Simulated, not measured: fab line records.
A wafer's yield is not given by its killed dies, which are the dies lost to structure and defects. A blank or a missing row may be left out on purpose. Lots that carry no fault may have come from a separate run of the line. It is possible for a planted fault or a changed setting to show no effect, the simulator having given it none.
Which tool did it? || flow berkeley_cmos170 || 7 lots, 21 wafers sampled, at 2 steps of a route of 331

WHAT THE GAUGES READ, wafer by wafer
UCB170_SPACER_THK_MEAS_01.
{"lot": "L960", "measured": "day 7 07:12", "on": "film_metro-01", "SPACER_TEOS_THK (nm)": "376 381 383"}
{"lot": "L959", "measured": "day 7 07:56", "on": "film_metro-02", "SPACER_TEOS_THK (nm)": "365 376 372"}
{"lot": "L967", "measured": "day 8 15:10", "on": "film_metro-01", "SPACER_TEOS_THK (nm)": "401 404 407"}
{"lot": "L970", "measured": "day 9 18:50", "on": "film_metro-01", "SPACER_TEOS_THK (nm)": "394 402 405"}
{"lot": "L977", "measured": "day 10 15:58", "on": "film_metro-01", "SPACER_TEOS_THK (nm)": "369 370 377"}
{"lot": "L980", "measured": "day 11 05:22", "on": "film_metro-01", "SPACER_TEOS_THK (nm)": "379 369 371"}
{"lot": "L981", "measured": "day 11 11:40", "on": "film_metro-03", "SPACER_TEOS_THK (nm)": "372 376 372"}

TOOL THAT RAN EACH LOT (tool first, then ch and the chambers of the sampled wafers, then the start)
{"lot": "L960", "UCB170_SPACER_CVD_00": "pecvd-02 ch 1,2, day 7 07:08"}
{"lot": "L959", "UCB170_SPACER_CVD_00": "pecvd-03 ch 1,2, day 7 07:53"}
{"lot": "L967", "UCB170_SPACER_CVD_00": "pecvd-03 ch 0,2, day 8 15:07"}
{"lot": "L970", "UCB170_SPACER_CVD_00": "pecvd-03 ch 0,2, day 9 18:48"}
{"lot": "L977", "UCB170_SPACER_CVD_00": "pecvd-04 ch 0,1,2, day 10 15:56"}
{"lot": "L980", "UCB170_SPACER_CVD_00": "pecvd-02 ch 0,1, day 11 05:19"}
{"lot": "L981", "UCB170_SPACER_CVD_00": "pecvd-02 ch 0,1,2, day 11 11:38"}
- UCB170_SPACER_CVD_00: deposits SiO2 from TEOS/O2, target thk 376 nm, time 47 s.

THE ANSWER, worked out from the rows above alone
Rule: the lots themselves supply what counts as usual. The widest of any qualifying gaps counts: lots, ordered by their means at a reading, are off when they make up no more than a third of the lots, leave a main group of 4 or more, and stand apart from it by 3 or more times the standard deviation of that group's means. The tables above print the reading to a certain number of digits; a main group whose means all agree to those digits is not used. Also off: a lot with no number at a reading for which 4 or more lots have one. The other lots that the step has rows for count as sound.
Off: L967, L970, at UCB170_SPACER_THK_MEAS_01 (SPACER_TEOS_THK). Mean 374 nm and standard deviation 3.2 in the main group.
A tool fits if, at a process step before that reading, it ran every lot that is off, and no sound lot after the first of them. Those tools and the gauges at UCB170_SPACER_THK_MEAS_01 are tried in the same way. One candidate fits, namely pecvd-03 at UCB170_SPACER_CVD_00. A fault onset in the window from L959 (day 7 07:53, its last sound lot) to L967 (day 8 15:07, its first lot off) fits.

WHAT THE SIMULATOR HAD PUT IN
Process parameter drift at UCB170_SPACER_CVD_00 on pecvd-03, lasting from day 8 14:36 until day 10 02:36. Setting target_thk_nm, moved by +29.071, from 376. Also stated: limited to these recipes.
Struck lots among those shown: L967, L970. The rule above reached the same finding.
